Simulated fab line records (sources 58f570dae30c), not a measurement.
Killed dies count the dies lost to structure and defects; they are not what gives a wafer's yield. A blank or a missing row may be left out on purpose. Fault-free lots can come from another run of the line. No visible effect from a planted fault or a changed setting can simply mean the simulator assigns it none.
Which of the tools did it? ; flow berkeley_cmos170 ; Sampling: 15 lots, 45 wafers, 6 of 331 route steps

WHAT THE GAUGES READ, wafer by wafer
UCB170_M2_THK_MEAS_03: measures by xrf.
lot;measured;on;M2_AL_THK (nm)
L449;day 7 18:25;film_metro-03;896 900 898
L452;day 8 05:49;film_metro-03;918 911 906
L453;day 8 06:04;film_metro-02;893 888 888
L454;day 8 16:00;film_metro-04;896 901 884
L455;day 8 22:56;film_metro-02;918 909 920
L457;day 9 03:32;film_metro-04;908 904 898
L461;day 9 12:28;film_metro-04;890 901 889
L459;day 9 14:29;film_metro-02;910 922 912
L460;day 9 15:06;film_metro-02;913 910 910
L466;day 10 19:35;film_metro-02;908 916 910
L465;day 10 19:56;film_metro-04;892 867 873
L470;day 11 19:10;film_metro-02;898 897 898
L469;day 11 19:26;film_metro-04;905 905 911
L468;day 11 19:35;film_metro-02;918 931 932
L471;day 12 08:11;film_metro-03;867 874 880

UCB170_M2_CD_MEAS_15: the cd target is 700 nm.
lot;measured;on;cd_nm (nm)
L449;day 7 20:59;cd_sem-01;701.6 701.7 699.2
L452;day 8 08:05;cd_sem-01;702.1 701.6 700.8
L453;day 8 08:20;cd_sem-02;699.1 699.4 698.4
L454;day 8 17:45;cd_sem-02;698.0 699.0 696.6
L455;day 9 01:10;cd_sem-01;700.0 700.0 699.5
L457;day 9 05:18;cd_sem-02;698.1 696.6 697.4
L461;day 9 14:33;cd_sem-02;700.1 699.5 699.6
L459;day 9 16:40;cd_sem-02;700.5 700.4 699.8
L460;day 9 16:58;cd_sem-01;701.7 701.3 701.4
L466;day 10 22:19;cd_sem-02;702.8 702.1 701.3
L465;day 10 22:55;cd_sem-02;698.9 699.5 697.6
L470;day 11 21:10;cd_sem-01;701.7 700.9 700.1
L469;day 11 21:22;cd_sem-02;701.6 703.6 702.2
L468;day 11 21:45;cd_sem-02;701.2 701.6 700.1
L471;day 12 10:43;cd_sem-02;700.9 699.8 700.1

UCB170_M3_CD_MEAS_90: the cd target is 700 nm.
lot;measured;on;cd_nm (nm)
L449;day 8 02:29;cd_sem-01;703 702 694
L452;day 8 15:15;cd_sem-02;708 709 708
L453;day 8 19:01;cd_sem-01;706 701 703
L454;day 8 23:24;cd_sem-02;700 700 699
L455;day 9 07:46;cd_sem-01;702 704 703
L457;day 9 11:48;cd_sem-02;- - -
L461;day 9 20:16;cd_sem-01;- - -
L459;day 9 23:08;cd_sem-02;- - -
L460;day 9 23:10;cd_sem-01;698 699 696
L466;day 11 06:28;cd_sem-02;693 695 698
L465;day 11 06:57;cd_sem-02;699 695 699
L470;day 12 04:19;cd_sem-01;703 697 703
L469;day 12 04:29;cd_sem-02;701 706 699
L468;day 12 05:14;cd_sem-01;699 700 701
L471;day 12 18:34;cd_sem-01;704 703 707

WHICH TOOL RAN EACH LOT (tool, then ch and the chambers of the sampled wafers, then the start)
lot;UCB170_V1_ETCH_14;UCB170_M3_METAL_ETCH_18;UCB170_M3_STRIP_19
L449;rie_diel-04 ch 1,3, day 7 17:45;rie_metal-04 ch 0,1, day 8 02:08;plasma_asher-04 ch 0,1, day 8 02:23
L452;rie_diel-01 ch 1,2, day 8 05:08;rie_metal-02 ch 1, day 8 14:56;plasma_asher-01 ch 0, day 8 15:08
L453;rie_diel-04 ch 1,2, day 8 05:24;rie_metal-02 ch 0,1, day 8 18:44;plasma_asher-01 ch 0, day 8 18:55
L454;rie_diel-02 ch 1,3, day 8 15:14;rie_metal-03 ch 0,1, day 8 23:07;plasma_asher-01 ch 0,1, day 8 23:18
L455;rie_diel-04 ch 0,1,3, day 8 22:16;rie_metal-02 ch 0,1, day 9 07:28;plasma_asher-04 ch 0,1, day 9 07:40
L457;rie_diel-04 ch 0,1,2, day 9 02:52;rie_metal-03 ch 0,1, day 9 11:31;plasma_asher-01 ch 0,1, day 9 11:41
L461;rie_diel-04 ch 0,1,3, day 9 11:44;rie_metal-02 ch 0,1, day 9 19:59;plasma_asher-02 ch 0,1, day 9 20:08
L459;rie_diel-02 ch 1,3, day 9 13:49;rie_metal-04 ch 0,1, day 9 22:50;plasma_asher-02 ch 0, day 9 23:01
L460;rie_diel-01 ch 0,1, day 9 14:25;rie_metal-03 ch 0,1, day 9 22:54;plasma_asher-04 ch 0,1, day 9 23:04
L466;rie_diel-02 ch 1,2, day 10 18:55;rie_metal-03 ch 1, day 11 06:10;plasma_asher-01 ch 1, day 11 06:21
L465;rie_diel-04 ch 0,1,3, day 10 19:14;rie_metal-03 ch 0,1, day 11 06:41;plasma_asher-01 ch 0,1, day 11 06:51
L470;rie_diel-04 ch 2,3, day 11 18:28;rie_metal-03 ch 0,1, day 12 04:03;plasma_asher-04 ch 0,1, day 12 04:13
L469;rie_diel-01 ch 0,1, day 11 18:44;rie_metal-04 ch 0,1, day 12 04:05;plasma_asher-01 ch 0,1, day 12 04:17
L468;rie_diel-02 ch 1,2,3, day 11 18:53;rie_metal-02 ch 0, day 12 04:46;plasma_asher-02 ch 0,1, day 12 05:08
L471;rie_diel-01 ch 0,1,3, day 12 07:31;rie_metal-02 ch 0,1, day 12 18:17;plasma_asher-02 ch 0,1, day 12 18:28
- UCB170_V1_ETCH_14: etches SiO2 in CHF3/CF4/Ar, stops on Al, target depth 1250 nm, time 291 s.
- UCB170_M3_METAL_ETCH_18: etches Al in Cl2/BCl3, stops on SiO2, target depth 1170 nm, time 195 s.
- UCB170_M3_STRIP_19: strips in O2.

AS READ BY THE TOOLS THEMSELVES (means over the sampled wafers that have a number; for cases with no such wafer, the mark the record gives instead)
UCB170_V1_ETCH_14.
lot;tool;CHF3_flow_sccm (sccm);cf4_flow_sccm (sccm);drypump_motor_current_A (A);oes_product_au (a.u.);throttle_valve_pct (%)
L449;rie_diel-04;45.04;14.96;6.6;0.877;6.84
L452;rie_diel-01;45.05;14.97;5.7;0.876;7.05
L453;rie_diel-04;45.01;15.04;6.0;0.883;6.84
L454;rie_diel-02;45.18;14.99;5.9;0.862;7.03
L455;rie_diel-04;44.99;15.02;6.1;0.885;6.91
L457;rie_diel-04;45.03;14.98;5.7;0.884;6.91
L461;rie_diel-04;45.06;15.00;6.1;0.889;6.92
L459;rie_diel-02;44.86;15.02;5.9;0.861;7.01
L460;rie_diel-01;45.00;15.03;5.6;0.882;6.92
L466;rie_diel-02;45.08;15.00;5.7;0.875;7.02
L465;rie_diel-04;45.17;15.06;6.1;0.881;6.92
L470;rie_diel-04;44.83;14.98;6.1;0.878;6.85
L469;rie_diel-01;44.99;15.03;5.6;0.880;6.92
L468;rie_diel-02;45.04;15.02;5.8;0.876;7.03
L471;rie_diel-01;44.97;15.03;5.8;0.871;7.01

UCB170_M3_METAL_ETCH_18.
lot;tool;bcl3_flow_sccm (sccm);bias_w (W);drypump_motor_current_A (A);oes_product_au (a.u.);throttle_valve_pct (%)
L449;rie_metal-04;44.97;120.2;6.1;0.884;24.76
L452;rie_metal-02;45.07;119.9;6.2;0.859;24.67
L453;rie_metal-02;44.91;120.3;6.1;0.868;24.69
L454;rie_metal-03;44.98;120.0;5.2;0.881;24.67
L455;rie_metal-02;45.01;119.7;6.1;0.877;24.68
L457;rie_metal-03;-;-;-;-;-
L461;rie_metal-02;-;-;-;-;-
L459;rie_metal-04;-;-;-;-;-
L460;rie_metal-03;44.99;119.6;5.0;0.873;24.62
L466;rie_metal-03;45.17;120.0;4.8;0.901;24.54
L465;rie_metal-03;44.80;119.8;5.2;0.870;24.67
L470;rie_metal-03;45.01;120.0;5.2;0.871;24.68
L469;rie_metal-04;45.13;120.3;6.4;0.877;24.80
L468;rie_metal-02;44.93;119.9;6.1;0.870;24.68
L471;rie_metal-02;44.88;119.8;6.1;0.883;24.51

UCB170_M3_STRIP_19.
lot;tool;drypump_motor_current_A (A);oes_product_au (a.u.)
L449;plasma_asher-04;6.4;0.563
L452;plasma_asher-01;5.3;0.568
L453;plasma_asher-01;5.3;0.535
L454;plasma_asher-01;6.1;0.551
L455;plasma_asher-04;6.4;0.539
L457;plasma_asher-01;5.7;0.723
L461;plasma_asher-02;5.7;0.728
L459;plasma_asher-02;5.6;0.722
L460;plasma_asher-04;6.1;0.544
L466;plasma_asher-01;6.5;0.537
L465;plasma_asher-01;6.1;0.539
L470;plasma_asher-04;6.4;0.544
L469;plasma_asher-01;5.7;0.537
L468;plasma_asher-02;5.7;0.538
L471;plasma_asher-02;5.7;0.544

THE ANSWER, worked out from the rows above alone
Rule: usual is defined by the lots themselves. The widest of any qualifying gaps counts: lots, ordered by their means at a reading, are off when they make up no more than a third of the lots, leave a main group of 4 or more, and stand apart from it by 3 or more times the standard deviation of that group's means. Not used: any main group whose means are identical at the precision the tables above print for the reading. Also off: a lot with no number at a reading for which 4 or more lots have one. The other lots that the step has rows for count as sound. After the gauges, taken in route order, come the tools' own readings; for these a lot's mean is taken, as printed above. At the first step where some lot is off, the reading lying furthest off is the one used; lots without a number count as furthest.
Off: L457, L461, L459 (UCB170_M3_CD_MEAS_90, cd_nm). Without a number there: L457, L461, L459. The main group: mean 701 nm, standard deviation 3.4.
If a tool, at a process step before that reading, ran all the lots that are off and no sound lot after the first of them, it fits. The gauges at UCB170_M3_CD_MEAS_90 aren't tried: what is off there is off at UCB170_M3_METAL_ETCH_18 too, on other tools, and a gauge's error can't cause that. Not one of the candidates tried fits.

WHAT THE SIMULATOR HAD PUT IN
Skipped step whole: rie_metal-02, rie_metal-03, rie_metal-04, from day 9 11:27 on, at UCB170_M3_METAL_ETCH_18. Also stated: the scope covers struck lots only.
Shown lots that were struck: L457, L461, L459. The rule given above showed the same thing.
